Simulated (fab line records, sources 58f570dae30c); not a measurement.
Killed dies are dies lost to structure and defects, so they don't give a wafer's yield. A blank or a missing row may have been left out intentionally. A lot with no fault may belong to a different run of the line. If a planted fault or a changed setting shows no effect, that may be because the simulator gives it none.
Which of the tools did it? + flow berkeley cmos170 + 21 wafers from 7 lots sampled at 3 of the route's 331 steps

## WHAT THE GAUGES READ, wafer by wafer
UCB170_SACOX_THK_MEAS_02.
| lot  | measured    | on            | SACOX_OXIDE_THK (nm) |
|------|-------------|---------------|----------------------|
| L835 | day 5 18:52 | film metro-01 | 14.06 14.49 14.15    |
| L839 | day 6 19:45 | film metro-01 | 14.56 14.41 14.47    |
| L841 | day 7 14:25 | film metro-01 | 14.25 14.09 14.09    |
| L842 | day 7 22:40 | film metro-01 | 13.96 14.19 14.03    |
| L845 | day 8 14:02 | film metro-02 | 14.36 14.31 14.45    |
| L849 | day 9 08:11 | film metro-03 | 15.20 14.95 15.07    |
| L854 | day 9 16:42 | film metro-03 | 14.32 13.91 13.99    |

## TOOL THAT RAN EACH LOT (tool first, then ch and the chambers of the sampled wafers, then the start)
| lot  | UCB170_ACTIVE_COAT_08            | UCB170_ACTIVE_STRIP_16              |
|------|----------------------------------|-------------------------------------|
| L835 | litho track-02 ch 0, day 4 18:32 | plasma asher-04 ch 0,1, day 4 20:02 |
| L839 | litho track-01 ch 0, day 5 21:44 | plasma asher-04 ch 0,1, day 5 22:42 |
| L841 | litho track-03 ch 0, day 6 13:05 | plasma asher-04 ch 0,1, day 6 14:01 |
| L842 | litho track-01 ch 0, day 6 22:59 | plasma asher-01 ch 0,1, day 7 00:02 |
| L845 | litho track-02 ch 0, day 7 17:29 | plasma asher-02 ch 0,1, day 7 18:34 |
| L849 | litho track-03 ch 0, day 8 12:50 | plasma asher-01 ch 0,1, day 8 13:57 |
| L854 | litho track-02 ch 0, day 8 20:55 | plasma asher-04 ch 0,1, day 8 22:47 |
- UCB170_ACTIVE_COAT_08: resist thk 900 nm.
- UCB170_ACTIVE_STRIP_16: strips in O2.

## THE ANSWER, worked out from the rows above alone
Rule: the lots themselves supply what counts as usual. Put in order of their means at a reading, lots are off if they are a third of the lots or fewer, leave a main group of 4 or more, and stand apart from it by a gap of 3 or more times the standard deviation of the main group's means; of several such gaps the widest counts. A main group whose means are all the same, to the digits that the tables above print for the reading, isn't used. Also off: a lot with no number at a reading for which 4 or more lots have one. Any other lot the step has rows for is counted as sound.
Off: L849, seen at UCB170_SACOX_THK_MEAS_02 (SACOX_OXIDE_THK). Mean 14.23 nm and standard deviation 0.15 in the main group.
If a tool, at a process step before that reading, ran all the lots that are off and no sound lot after the first of them, it fits. Those tools and the gauges at UCB170_SACOX_THK_MEAS_02 are tried in the same way. Undecided on this evidence; 2 tools fit (litho track-03 at UCB170_ACTIVE_COAT_08, plasma asher-01 at UCB170_ACTIVE_STRIP_16).

## WHAT THE SIMULATOR HAD INSERTED
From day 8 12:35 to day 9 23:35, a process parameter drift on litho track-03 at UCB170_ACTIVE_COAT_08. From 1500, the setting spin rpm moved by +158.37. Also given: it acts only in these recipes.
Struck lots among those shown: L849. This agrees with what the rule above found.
